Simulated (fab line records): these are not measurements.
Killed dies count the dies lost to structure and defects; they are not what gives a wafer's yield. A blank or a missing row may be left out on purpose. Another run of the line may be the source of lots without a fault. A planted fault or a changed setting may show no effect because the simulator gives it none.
Lot-split experiment -- flow berkeleyCmos170 -- 5 lots, 23 wafers read, on a route of 331 steps

== THE SPLIT ==
At UCB170_ACTIVE_PEB_11, the setting pebTempC was moved away from the recipe's 130 C on 5 of the 23 wafers read, by -1.5% to +1.8%. The other wafers ran this setting at the recipe's value.

== FROM THE SPLIT TO THE READING: what the file shows between them, 4 steps ==
- UCB170_ACTIVE_DEVELOP_12: develop time 45 s
- UCB170_ACTIVE_CD_MEAS_13: target cd 1200 nm
- UCB170_ACTIVE_ETCH_15: etches Si3N4 in CH3F/Ar/O2, stops on SiO2, target depth 242 nm, time 151 s
- UCB170_ACTIVE_STRIP_16: strips in O2 (also split here: powerW)

== THE READING ==
cdNm, in nm, at UCB170_ACTIVE_CD_MEAS_90 (target cd 1200 nm). Typical for fault-free wafers on this fab line: 1199.8 nm, with standard deviation 0.92 nm.

wafer,"tool, chamber at the split","pebTempC as run, C",against the recipe,"cdNm, nm",against lot-mates on the recipe
L074.1,"lithoTrack-04, 0",130,recipe,1198.7,-
L074.3,"lithoTrack-04, 0",130,recipe,1199.8,-
L074.4,"lithoTrack-04, 0",130,recipe,1199.6,-
L074.5,"lithoTrack-04, 0",130,recipe,1200.1,-
L074.6,"lithoTrack-04, 0",130,recipe,1199.2,-
L076.3,"lithoTrack-04, 0",130,recipe,1198.3,-
L076.5,"lithoTrack-04, 0",130,recipe,1199.8,-
L076.6,"lithoTrack-04, 0",130,recipe,1198.7,-
L078.2,"lithoTrack-03, 0",130,recipe,1200.1,-
L078.3,"lithoTrack-03, 0",130,recipe,1199.8,-
L078.4,"lithoTrack-03, 0",130,recipe,1201.0,-
L078.5,"lithoTrack-03, 0",130,recipe,1199.3,-
L078.6,"lithoTrack-03, 0",130,recipe,1200.3,-
L079.2,"lithoTrack-03, 0",128,-1.5%,1215.0,+15.7
L079.3,"lithoTrack-03, 0",128,-1.5%,1214.6,+15.3
L079.4,"lithoTrack-03, 0",130,recipe,1199.8,-
L079.5,"lithoTrack-03, 0",128,-1.5%,1214.6,+15.3
L079.6,"lithoTrack-03, 0",130,recipe,1198.8,-
L082.1,"lithoTrack-03, 0",130,recipe,1200.4,-
L082.3,"lithoTrack-03, 0",132.3,+1.8%,1186.6,-13.4
L082.4,"lithoTrack-03, 0",130,recipe,1200.7,-
L082.5,"lithoTrack-03, 0",130,recipe,1198.9,-
L082.6,"lithoTrack-03, 0",132.3,+1.8%,1186.2,-13.8

THE FIT
A straight line over all 23 wafers: cdNm changes by -8.69 nm for each +1% of pebTempC; r = -0.99; the points scatter about the line by 1.1 nm.
The same after taking each lot's own level away (the mean of its wafers on the recipe; 23 wafers): -8.9 nm for each +1%; r = -0.99; scatter 1 nm.
According to that fit, moving pebTempC by its largest amount changes the reading by 16 nm.
The lots' own levels span 1198.93 to 1200.10 nm, that is 1.3 times the standard deviation above.
Consequently the slope shifts little with the lot-to-lot level, the two slopes agreeing.
Check: with one of the wafers moved furthest among these (+1.8%) left out of the fit, the line predicts -16.1 nm for it against its lot-mates. Against them it came out at -13.4 nm.

== THESE WAFERS: OTHER SPLITS ==
Note: prior to the reading, these wafers also went through further splits. Each is held against what the fit with the lots' levels taken away leaves over:
other split on the same wafers,wafers away from the commonest value,r with cdNm (lot level and that fit taken away)
UCB170_ZERO_COAT_01 spinRpm,4,+0.10
UCB170_ZERO_ETCH_06 timeS,2,-0.02
UCB170_NWELL_IMPLANT_14 energyKev,11,-0.02
UCB170_ACTIVE_CVD_05 pressureMtorr,15,+0.17
UCB170_ACTIVE_STRIP_16 powerW,11,+0.19

== THE WHOLE CHAIN: every reading that the file lists as answering this split, in the file's order ==
step,what it does,reading,change (the file's fit),r (the file's)
UCB170_ACTIVE_CD_MEAS_13,target cd 1200 nm,cdNm,-8.62 nm for each +1% of the setting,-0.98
UCB170_ACTIVE_ETCH_15,"etches Si3N4 in CH3F/Ar/O2, stops on SiO2, target depth 242 nm, time 151 s","ACTIVE.cdNm (the simulator's own value, which no gauge read)",-8.7 nm for each +1% of the setting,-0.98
UCB170_ACTIVE_CD_MEAS_90,target cd 1200 nm,cdNm,-8.69 nm for each +1% of the setting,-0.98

== FILE'S OWN FIT ==
cdNm changes by -8.69 nm for each +1% of pebTempC, r = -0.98.
